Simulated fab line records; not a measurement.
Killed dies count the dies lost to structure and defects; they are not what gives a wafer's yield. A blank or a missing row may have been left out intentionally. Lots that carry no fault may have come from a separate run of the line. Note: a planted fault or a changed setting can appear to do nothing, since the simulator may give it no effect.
fab line records | flow berkeley_cmos170
[record] lots = 14 | wafers = 42 | last_day = 13
route steps=331 shown NLDD@166 M2@273 M3@310
lots that met no fault: taken from a fault-free run of the same line
start_h: hours from the record's first day to the start of the lot's first wafer shown | wait_h: hours elapsed since this lot's preceding step | " as in the row above | L1.1+2: several wafers, shown together as one row | - value missing, or start not given | * or withheld: withheld | < > ~ a bound
route shown NAME@n: a module of which the file shows steps, and the number in the route of the first | usual: average and standard deviation across the fault-free wafers | same: alike in all rows | chamber/n: place in a boat | sites: per-site readings | _std_site: standard deviation of those values | _edge_site: inner sites' mean taken away from outer sites' mean | radius_mm: for every site, how far away it sits from the centre of the wafer | mask NAME#n: copy n | behind: the most recent tool/chamber to have shaped the wafer | hold: reason for holding the lot/hours on hold/outcome of the hold | device: the transistor (n, p or np) that didn't switch | end of line: the tests these same wafers got at the end of their route | where a step has no rows: the recipe by itself | killed: dies lost to structure and defects at the first sort, not the wafer's yield | map: a wafer's dies, x killed, . not, _ none there
set.NAME: the setting as run; set.NAME@STEP: as run at that earlier step | model.NAME: the simulator's own value behind a step, which no gauge read
the route's steps for a sample of lots (tables are steps, rows are wafers)
services: from which hour (start_h, from the record's first day; less than 0 if before it) a tool's chamber was out of use, for how many hours, and why
[[steps]]
[step UCB170_NLDD_IMPLANT_08]
[recipe] species = As | dose_cm2 = 5e+13 | energy_kev = 30 | tilt_deg = 7 | rotation_deg = 0
[usual] beam_energy_keV = 29.998/0.0093 | dose_ions_cm2 = 5e+13/5.6e+10 | faraday_current_uA = 158/3.4
lot.wafer | tool         | chamber | start_h | wait_h | beam_energy_keV | dose_ions_cm2 | faraday_current_uA
L189.3    | implanter-02 | 0       | 145.74  | 0.1    | 30.000          | 4.993e+13     | 154
L189.4    | "            | 0       | "       | "      | 30.014          | 4.996e+13     | 155
L189.5    | "            | 0       | "       | "      | 30.011          | 5.005e+13     | 160
L191.1    | implanter-04 | 0       | 146.05  | 0.0    | 29.997          | 4.994e+13     | 156
L191.5    | "            | 0       | "       | "      | 29.985          | 4.993e+13     | 160
L191.6    | "            | 0       | "       | "      | 29.993          | 4.989e+13     | 154
L190.3    | implanter-02 | 0       | 146.22  | 0.1    | 30.005          | 5e+13         | 158
L190.5    | "            | 0       | "       | "      | 29.993          | 5.003e+13     | 157
L190.6    | "            | 0       | "       | "      | 30.005          | 5.006e+13     | 152
L195.1    | implanter-01 | 0       | 170.20  | 0.0    | 30.003          | 4.999e+13     | 161
L195.3    | "            | 0       | "       | "      | 29.996          | 5.002e+13     | 155
L195.6    | "            | 0       | "       | "      | 30.002          | 4.997e+13     | 149
L192.4    | implanter-04 | 0       | 170.51  | 0.1    | 30.009          | 5.003e+13     | 161
L192.5    | "            | 0       | "       | "      | 30.004          | 5.008e+13     | 162
L192.6    | "            | 0       | "       | "      | 29.985          | 5.006e+13     | 161
L193.1    | implanter-01 | 0       | 170.98  | 0.0    | 29.994          | 4.998e+13     | 165
L193.2    | "            | 0       | "       | "      | 30.020          | 5.007e+13     | 158
L193.6    | "            | 0       | "       | "      | 30.007          | 5.004e+13     | 156
L194.1    | implanter-02 | 0       | 171.26  | 0.0    | 30.005          | 5e+13         | 157
L194.3    | "            | 0       | "       | "      | 29.993          | 4.999e+13     | 160
L194.5    | "            | 0       | "       | "      | 29.990          | 4.989e+13     | 163
L200.2    | implanter-04 | 0       | 211.60  | 0.0    | 29.999          | 9.189e+13     | 298
L200.3    | "            | 0       | "       | "      | 29.997          | 9.201e+13     | 296
L200.5    | "            | 0       | "       | "      | 29.982          | 9.189e+13     | 293
L202.2    | implanter-02 | 0       | 211.93  | 0.0    | 30.004          | 5.003e+13     | 153
L202.3    | "            | 0       | "       | "      | 29.998          | 4.999e+13     | 160
L202.6    | "            | 0       | "       | "      | 29.987          | 5.005e+13     | 161
L204.2    | implanter-04 | 0       | 225.50  | 0.0    | 29.993          | 9.206e+13     | 287
L204.5    | "            | 0       | "       | "      | 29.998          | 9.198e+13     | 284
L204.6    | "            | 0       | "       | "      | 30.010          | 9.191e+13     | 291
L205.1    | implanter-02 | 0       | 247.48  | 0.0    | 29.987          | 4.991e+13     | 160
L205.2    | "            | 0       | "       | "      | 29.982          | 4.994e+13     | 157
L205.5    | "            | 0       | "       | "      | 30.007          | 5.003e+13     | 161
L209.3    | implanter-02 | 0       | 248.08  | 0.1    | 29.983          | 5.004e+13     | 167
L209.4    | "            | 0       | "       | "      | 29.990          | 5.002e+13     | 155
L209.5    | "            | 0       | "       | "      | 29.997          | 4.998e+13     | 157
L210.2    | implanter-02 | 0       | 271.77  | 0.0    | 29.995          | 4.992e+13     | 155
L210.3    | "            | 0       | "       | "      | 30.001          | 4.991e+13     | 160
L210.6    | "            | 0       | "       | "      | 29.998          | 4.999e+13     | 152
L212.2    | implanter-01 | 0       | 272.05  | 0.0    | 29.996          | 5e+13         | 161
L212.4    | "            | 0       | "       | "      | 29.992          | 5.008e+13     | 159
L212.6    | "            | 0       | "       | "      | 29.995          | 4.998e+13     | 154
[step UCB170_NLDD_TW_MEAS_11]
[usual] NLDD_TW = 2222/16
lot.wafer | tool          | chamber | start_h | wait_h | NLDD_TW
L189.3    | film_metro-03 | -       | 146.11  | 0.1    | 2211
L189.4    | "             | -       | "       | "      | 2199
L189.5    | "             | -       | "       | "      | 2202
L191.1    | film_metro-04 | -       | 146.45  | 0.1    | 2206
L191.5    | "             | -       | "       | "      | 2217
L191.6    | "             | -       | "       | "      | 2222
L190.3    | film_metro-01 | -       | 146.59  | 0.1    | 2240
L190.5    | "             | -       | "       | "      | 2245
L190.6    | "             | -       | "       | "      | 2259
L195.1    | film_metro-03 | -       | 170.60  | 0.1    | 2211
L195.3    | "             | -       | "       | "      | 2211
L195.6    | "             | -       | "       | "      | 2206
L192.4    | film_metro-04 | -       | 170.86  | 0.1    | 2220
L192.5    | "             | -       | "       | "      | 2219
L192.6    | "             | -       | "       | "      | 2209
L193.1    | film_metro-03 | -       | 171.38  | 0.1    | 2216
L193.2    | "             | -       | "       | "      | 2222
L193.6    | "             | -       | "       | "      | 2209
L194.1    | film_metro-04 | -       | 171.66  | 0.1    | 2215
L194.3    | "             | -       | "       | "      | 2210
L194.5    | "             | -       | "       | "      | 2215
L200.2    | film_metro-01 | -       | 211.99  | 0.1    | 2444
L200.3    | "             | -       | "       | "      | 2448
L200.5    | "             | -       | "       | "      | 2452
L202.2    | film_metro-04 | -       | 212.32  | 0.1    | 2214
L202.3    | "             | -       | "       | "      | 2219
L202.6    | "             | -       | "       | "      | 2211
L204.2    | film_metro-01 | -       | 225.89  | 0.1    | 2457
L204.5    | "             | -       | "       | "      | 2461
L204.6    | "             | -       | "       | "      | 2467
L205.1    | film_metro-03 | -       | 247.88  | 0.1    | 2216
L205.2    | "             | -       | "       | "      | 2215
L205.5    | "             | -       | "       | "      | 2206
L209.3    | film_metro-01 | -       | 248.45  | 0.1    | 2227
L209.4    | "             | -       | "       | "      | 2227
L209.5    | "             | -       | "       | "      | 2233
L210.2    | film_metro-03 | -       | 272.16  | 0.1    | 2194
L210.3    | "             | -       | "       | "      | 2198
L210.6    | "             | -       | "       | "      | 2190
L212.2    | film_metro-04 | -       | 272.43  | 0.1    | 2215
L212.4    | "             | -       | "       | "      | 2209
L212.6    | "             | -       | "       | "      | 2209
[step UCB170_SDANNEAL_RS_MEAS_05]
[recipe] thk_meas_gauge = four-point-probe
[usual] NLDD_RS = 616.8/1.3
lot.wafer | tool          | chamber | start_h | wait_h | NLDD_RS[ohm/sq]
L189.3    | film_metro-04 | -       | 158.17  | 0.1    | 614.9
L189.4    | "             | -       | "       | "      | 615.4
L189.5    | "             | -       | "       | "      | 617.1
L190.3    | film_metro-03 | -       | 158.72  | 0.1    | 619.2
L190.5    | "             | -       | "       | "      | 615.7
L190.6    | "             | -       | "       | "      | 618.0
L191.1    | film_metro-04 | -       | 158.85  | 0.1    | 615.1
L191.5    | "             | -       | "       | "      | 613.7
L191.6    | "             | -       | "       | "      | 614.7
L192.4    | film_metro-04 | -       | 182.66  | 0.1    | 616.1
L192.5    | "             | -       | "       | "      | 616.7
L192.6    | "             | -       | "       | "      | 616.5
L193.1    | film_metro-03 | -       | 182.93  | 0.1    | 617.7
L193.2    | "             | -       | "       | "      | 616.5
L193.6    | "             | -       | "       | "      | 619.0
L195.1    | film_metro-01 | -       | 183.22  | 0.1    | 617.3
L195.3    | "             | -       | "       | "      | 619.1
L195.6    | "             | -       | "       | "      | 617.4
L194.1    | film_metro-04 | -       | 183.79  | 0.1    | 615.7
L194.3    | "             | -       | "       | "      | 616.7
L194.5    | "             | -       | "       | "      | 616.6
L200.2    | film_metro-03 | -       | 224.03  | 0.1    | 484.5
L200.3    | "             | -       | "       | "      | 485.4
L200.5    | "             | -       | "       | "      | 485.2
L202.2    | film_metro-04 | -       | 224.19  | 0.1    | 615.9
L202.3    | "             | -       | "       | "      | 615.9
L202.6    | "             | -       | "       | "      | 616.1
L204.2    | film_metro-03 | -       | 239.92  | 0.1    | 484.0
L204.5    | "             | -       | "       | "      | 483.9
L204.6    | "             | -       | "       | "      | 483.3
L209.3    | film_metro-04 | -       | 260.23  | 0.1    | 614.3
L209.4    | "             | -       | "       | "      | 615.9
L209.5    | "             | -       | "       | "      | 614.0
L205.1    | film_metro-01 | -       | 260.71  | 0.1    | 618.1
L205.2    | "             | -       | "       | "      | 617.4
L205.5    | "             | -       | "       | "      | 617.5
L212.2    | film_metro-01 | -       | 288.75  | 0.1    | 617.8
L212.4    | "             | -       | "       | "      | 618.4
L212.6    | "             | -       | "       | "      | 618.7
L210.2    | film_metro-03 | -       | 288.75  | 0.1    | 617.2
L210.3    | "             | -       | "       | "      | 617.0
L210.6    | "             | -       | "       | "      | 617.9
[step UCB170_M2_RS_MEAS_02]
[recipe] thk_meas_gauge = four-point-probe | reads = Al_of_M2_SPUTTER_01
[usual] M2_AL_RS = 0.0321/0.00032
lot.wafer | tool          | chamber | start_h | wait_h | M2_AL_RS[ohm/sq]
L189.3    | film_metro-04 | -       | 171.27  | 0.1    | 0.0326
L189.4    | "             | -       | "       | "      | 0.0324
L189.5    | "             | -       | "       | "      | 0.0320
L190.3    | film_metro-02 | -       | 174.40  | 0.1    | 0.0323
L190.5    | "             | -       | "       | "      | 0.0321
L190.6    | "             | -       | "       | "      | 0.0322
L191.1    | film_metro-03 | -       | 174.63  | 0.0    | 0.0320
L191.5    | "             | -       | "       | "      | 0.0318
L191.6    | "             | -       | "       | "      | 0.0319
L192.4    | film_metro-03 | -       | 194.56  | 0.1    | 0.0322
L192.5    | "             | -       | "       | "      | 0.0324
L192.6    | "             | -       | "       | "      | 0.0325
L193.1    | film_metro-04 | -       | 195.71  | 0.0    | 0.0320
L193.2    | "             | -       | "       | "      | 0.0319
L193.6    | "             | -       | "       | "      | 0.0317
L195.1    | film_metro-02 | -       | 195.82  | 0.0    | 0.0317
L195.3    | "             | -       | "       | "      | 0.0316
L195.6    | "             | -       | "       | "      | 0.0318
L194.1    | film_metro-02 | -       | 197.53  | 0.0    | 0.0317
L194.3    | "             | -       | "       | "      | 0.0323
L194.5    | "             | -       | "       | "      | 0.0319
L200.2    | film_metro-03 | -       | 236.29  | 0.1    | 0.0322
L200.3    | "             | -       | "       | "      | 0.0322
L200.5    | "             | -       | "       | "      | 0.0324
L202.2    | film_metro-03 | -       | 236.54  | 0.1    | 0.0326
L202.3    | "             | -       | "       | "      | 0.0328
L202.6    | "             | -       | "       | "      | 0.0326
L204.2    | film_metro-02 | -       | 258.12  | 0.1    | 0.0319
L204.5    | "             | -       | "       | "      | 0.0321
L204.6    | "             | -       | "       | "      | 0.0316
L205.1    | film_metro-03 | -       | 277.47  | 0.0    | 0.0319
L205.2    | "             | -       | "       | "      | 0.0319
L205.5    | "             | -       | "       | "      | 0.0319
L209.3    | film_metro-04 | -       | 277.56  | 0.1    | 0.0318
L209.4    | "             | -       | "       | "      | 0.0322
L209.5    | "             | -       | "       | "      | 0.0321
L212.2    | film_metro-04 | -       | 306.54  | 0.1    | 0.0320
L212.4    | "             | -       | "       | "      | 0.0317
L212.6    | "             | -       | "       | "      | 0.0315
L210.2    | film_metro-04 | -       | 308.14  | 0.1    | 0.0320
L210.3    | "             | -       | "       | "      | 0.0321
L210.6    | "             | -       | "       | "      | 0.0320
[step UCB170_M3_SPUTTER_01]
[recipe] material = Al | target_thk_nm = 900 | time_s = 120 | power_w = 6000 | chamber_pressure_pa = 0.5
[usual] throttle_valve_pct = 30.0/0.76
lot.wafer | tool           | chamber | start_h | wait_h | throttle_valve_pct
L189.3    | pvd_sputter-04 | -       | 177.94  | 0.0    | 30.4
L189.4    | "              | -       | "       | "      | 28.4
L189.5    | "              | -       | "       | "      | 30.1
L190.3    | pvd_sputter-03 | -       | 179.70  | 0.0    | 30.8
L190.5    | "              | -       | "       | "      | 30.7
L190.6    | "              | -       | "       | "      | 30.5
L191.1    | pvd_sputter-04 | -       | 179.99  | 0.0    | 29.1
L191.5    | "              | -       | "       | "      | 28.9
L191.6    | "              | -       | "       | "      | 30.1
L192.4    | pvd_sputter-03 | -       | 200.06  | 0.0    | 30.4
L192.5    | "              | -       | "       | "      | 30.5
L192.6    | "              | -       | "       | "      | 30.6
L193.1    | pvd_sputter-04 | -       | 203.26  | 0.0    | 28.6
L193.2    | "              | -       | "       | "      | 30.2
L193.6    | "              | -       | "       | "      | 30.4
L195.1    | pvd_sputter-02 | -       | 203.65  | 0.0    | 31.4
L195.3    | "              | -       | "       | "      | 31.0
L195.6    | "              | -       | "       | "      | 29.2
L194.1    | pvd_sputter-03 | -       | 203.96  | 0.0    | 29.8
L194.3    | "              | -       | "       | "      | 30.3
L194.5    | "              | -       | "       | "      | 30.3
L200.2    | pvd_sputter-03 | -       | 241.71  | 0.0    | 30.2
L200.3    | "              | -       | "       | "      | 29.9
L200.5    | "              | -       | "       | "      | 30.2
L202.2    | pvd_sputter-02 | -       | 242.71  | 0.0    | 31.1
L202.3    | "              | -       | "       | "      | 31.4
L202.6    | "              | -       | "       | "      | 29.3
L204.2    | pvd_sputter-04 | -       | 267.79  | 0.0    | 29.1
L204.5    | "              | -       | "       | "      | 30.4
L204.6    | "              | -       | "       | "      | 29.3
L205.1    | pvd_sputter-03 | -       | 283.47  | 0.0    | 30.1
L205.2    | "              | -       | "       | "      | 30.2
L205.5    | "              | -       | "       | "      | 30.4
L209.3    | pvd_sputter-04 | -       | 283.62  | 0.0    | 30.3
L209.4    | "              | -       | "       | "      | 30.1
L209.5    | "              | -       | "       | "      | 30.3
L212.2    | pvd_sputter-04 | -       | 312.44  | 0.0    | 29.2
L212.4    | "              | -       | "       | "      | 29.8
L212.6    | "              | -       | "       | "      | 29.9
L210.2    | pvd_sputter-03 | -       | 314.79  | 0.0    | 30.4
L210.3    | "              | -       | "       | "      | 29.9
L210.6    | "              | -       | "       | "      | 30.2
[step UCB170_M3_STRIP_07]
[recipe] chemistry = O2 | power_w = 400 | pressure_mtorr = 3500 | platen_temp_c = withheld | o2_flow_sccm = 400 | overash_fraction = 0.5
[usual] drypump_motor_current_A = 6.06/0.24 | oes_product_au = 0.735/0.0046 | strip_time_to_endpoint_s = 21.96/0.056
lot.wafer | tool            | chamber | start_h | wait_h | drypump_motor_current_A | oes_product_au | rf_hours_counter_h | strip_time_to_endpoint_s
L189.3    | plasma_asher-04 | 1       | 179.11  | 0.1    | 5.71                    | 0.733          | -                  | 21.97
L189.4    | "               | 0       | "       | "      | 6.31                    | 0.735          | -                  | 21.97
L189.5    | "               | 0       | "       | "      | 6.32                    | 0.734          | -                  | 21.96
L190.3    | plasma_asher-03 | 1       | 180.91  | 0.1    | 5.96                    | 0.740          | -                  | 22.06
L190.5    | "               | 1       | "       | "      | 5.96                    | 0.737          | -                  | 21.98
L190.6    | "               | 0       | "       | "      | 5.97                    | 0.733          | -                  | 21.98
L191.1    | plasma_asher-02 | 0       | 181.00  | 0.1    | 6.41                    | 0.738          | 45                 | 21.87
L191.5    | "               | 1       | "       | "      | 5.86                    | 0.728          | -                  | 21.95
L191.6    | "               | 0       | "       | "      | 6.40                    | 0.738          | -                  | 22.01
L192.4    | plasma_asher-04 | 0       | 200.80  | 0.1    | 6.37                    | 0.738          | -                  | 22.05
L192.5    | "               | 0       | "       | "      | 6.37                    | 0.733          | -                  | 22.06
L192.6    | "               | 1       | "       | "      | 5.73                    | 0.731          | -                  | 21.96
L193.1    | plasma_asher-03 | 1       | 203.98  | 0.1    | 5.96                    | 0.739          | 45                 | 21.93
L193.2    | "               | 0       | "       | "      | 5.96                    | 0.744          | 45                 | 21.97
L193.6    | "               | 0       | "       | "      | 5.97                    | 0.728          | -                  | 21.92
L195.1    | plasma_asher-02 | 1       | 204.36  | 0.1    | 5.87                    | 0.741          | 47                 | 21.96
L195.3    | "               | 0       | "       | "      | 6.42                    | 0.730          | -                  | 21.90
L195.6    | "               | 0       | "       | "      | 6.45                    | 0.723          | -                  | 21.90
L194.1    | plasma_asher-03 | 1       | 204.68  | 0.1    | 5.97                    | 0.730          | 45                 | 21.97
L194.3    | "               | 1       | "       | "      | 5.97                    | 0.737          | -                  | 21.95
L194.5    | "               | 0       | "       | "      | 5.98                    | 0.744          | -                  | 21.95
L200.2    | plasma_asher-03 | 1       | 242.68  | 0.1    | 5.95                    | 0.737          | 49                 | 21.98
L200.3    | "               | 1       | "       | "      | 5.98                    | 0.734          | -                  | 22.01
L200.5    | "               | 1       | "       | "      | 5.97                    | 0.735          | -                  | 21.93
L202.2    | plasma_asher-03 | 1       | 243.44  | 0.1    | 5.98                    | 0.726          | 49                 | 21.85
L202.3    | "               | 0       | "       | "      | 5.94                    | 0.742          | -                  | 21.92
L202.6    | "               | 1       | "       | "      | 5.99                    | 0.735          | -                  | 21.94
L204.2    | plasma_asher-03 | 0       | 268.67  | 0.1    | 5.95                    | 0.733          | 51                 | 21.91
L204.5    | "               | 0       | "       | "      | 5.97                    | 0.736          | -                  | 21.97
L204.6    | "               | 1       | "       | "      | 5.96                    | 0.733          | -                  | 21.94
L205.1    | plasma_asher-02 | 1       | 284.67  | 0.1    | 5.89                    | 0.739          | 55                 | 21.84
L205.2    | "               | 0       | "       | "      | 6.44                    | 0.737          | 55                 | 21.95
L205.5    | "               | 1       | "       | "      | 5.88                    | 0.743          | -                  | 21.93
L209.3    | plasma_asher-02 | 0       | 285.10  | 0.1    | 6.39                    | 0.738          | -                  | 22.04
L209.4    | "               | 1       | "       | "      | 5.90                    | 0.733          | -                  | 22.00
L209.5    | "               | 1       | "       | "      | 5.88                    | 0.732          | -                  | 22.09
L212.2    | plasma_asher-04 | 1       | 313.78  | 0.1    | 5.74                    | 0.729          | 59                 | 22.06
L212.4    | "               | 1       | "       | "      | 5.73                    | 0.739          | -                  | 22.05
L212.6    | "               | 0       | "       | "      | 6.38                    | 0.732          | -                  | 22.09
L210.2    | plasma_asher-02 | 0       | 316.05  | 0.1    | 6.42                    | 0.732          | 58                 | 21.97
L210.3    | "               | 1       | "       | "      | 5.89                    | 0.736          | -                  | 21.92
L210.6    | "               | 0       | "       | "      | 6.45                    | 0.729          | -                  | 21.99
[[services]]
tool            | chamber | start_h | hours | kind
pvd_sputter-03  | -       | 124.94  | 3.2   | repair
implanter-02    | -       | 125.29  | 3.9   | pm
implanter-01    | -       | 126.11  | 2.7   | repair
implanter-04    | -       | 153.79  | 4.0   | repair
plasma_asher-02 | -       | 159.91  | 15.6  | pm
implanter-02    | -       | 162.15  | 3.7   | repair
implanter-02    | -       | 166.51  | 4.5   | pm
implanter-01    | -       | 172.08  | 80.5  | repair
implanter-02    | -       | 179.56  | 6.7   | repair
implanter-04    | -       | 195.30  | 4.4   | pm
plasma_asher-02 | -       | 207.04  | 11.3  | repair
pvd_sputter-04  | -       | 222.41  | 13.0  | repair
plasma_asher-03 | -       | 232.69  | 2.1   | repair
plasma_asher-03 | -       | 243.55  | 7.9   | repair
implanter-01    | -       | 297.66  | 1.5   | repair
implanter-01    | -       | 302.09  | 2.7   | repair
implanter-04    | -       | 305.71  | 2.4   | pm
[[key]]
[first_sign] step = UCB170_NLDD_IMPLANT_08 | reading = dose_ions_cm2 | direction = up | sigmas = 99+ | usual = 5e+13 | struck = 9.196e+13
[effect] step = UCB170_NLDD_IMPLANT_08 | reading = faraday_current_uA | direction = up | sigmas = 39 | usual = 158 | struck = 291
[effect] step = UCB170_NLDD_TW_MEAS_11 | reading = NLDD_TW | direction = up | sigmas = 14 | usual = 2222 | struck = 2455
[effect] step = UCB170_SDANNEAL_RS_MEAS_05 | reading = NLDD_RS | direction = down | sigmas = 99+ | usual = 616.8 | struck = 484.4
met_at UCB170_NLDD_IMPLANT_08
struck_lots L200,L204
tester_left_out L200,L204
not_acting_at UCB170_M2_RS_MEAS_02,UCB170_M3_SPUTTER_01,UCB170_M3_STRIP_07
onset_between 170.51 211.60
[fault] kind = process_parameter_drift | tool = implanter-04 | chamber = - | onset_h = 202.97 | steps = UCB170_NLDD_IMPLANT_08 | channel = dose_cm2 | offset = 4.1939e+13 | shape = step | end_h = 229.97 | acts_in = these_recipes_only | stated = 5e+13
// tester_left_out: of these lots the tester's yield and bins aren't shown, on N5 and GAA mostly nor the transistor test; their killed dies are dies lost to structure and defects alone, not to doping, threshold or leakage, so they don't give the yield
